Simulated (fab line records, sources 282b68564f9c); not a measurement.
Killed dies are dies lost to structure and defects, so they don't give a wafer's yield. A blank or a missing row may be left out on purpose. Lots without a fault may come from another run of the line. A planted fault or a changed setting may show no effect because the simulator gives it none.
Chamber matching | flow rit_cmos | RIT_CONTACT_CVD_00 on pecvd-03: 3 sister chambers
The step deposits SiO2 from TEOS, target thk 400 nm, time 61 s. 6 wafers are shown with their chamber, then 7 later ones without.

WAFERS WITH THEIR CHAMBER
wafer  | chamber | heater_power_w (W)
L647.1 | 2       | 387
L650.1 | 2       | 382
L653.3 | 1       | 462
L653.5 | 1       | 335
L659.3 | 0       | 376
L659.5 | 0       | 276

WAFERS WITHOUT THEIR CHAMBER
wafer  | heater_power_w (W)
L659.6 | 440
L662.1 | 445
L662.2 | 370
L662.5 | 326
L665.1 | 356
L665.5 | 353
L665.6 | 382

WHICH CHAMBER EACH WENT THROUGH
wafer  | from the rows above          | in truth
L659.6 | can't be placed: 1 or 2 or 0 | 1
L662.1 | can't be placed: 1 or 2 or 0 | 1
L662.2 | can't be placed: 2 or 1 or 0 | 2
L662.5 | can't be placed: 0 or 2 or 1 | 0
L665.1 | can't be placed: 2 or 0 or 1 | 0
L665.5 | can't be placed: 0 or 2 or 1 | 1
L665.6 | can't be placed: 2 or 1 or 0 | 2
Placed correctly: 0 of 7. Can't be placed from these rows: 7 (the true chamber is among the candidates in 7). Placed wrongly: 0.
How it was worked out, from the rows above alone: a wafer's distance from a chamber is the root of the sum, over the readings, of the square of ((its reading less the chamber's mean) divided by the reading's scatter). The wafer belongs to the nearest chamber; if the next one is less than 2 further off, it can't be placed. A chamber's mean is the mean of its shown wafers. The scatter: the root of (the sum of the squares of (reading less its chamber's mean) over the shown wafers, divided by (wafers less chambers)).
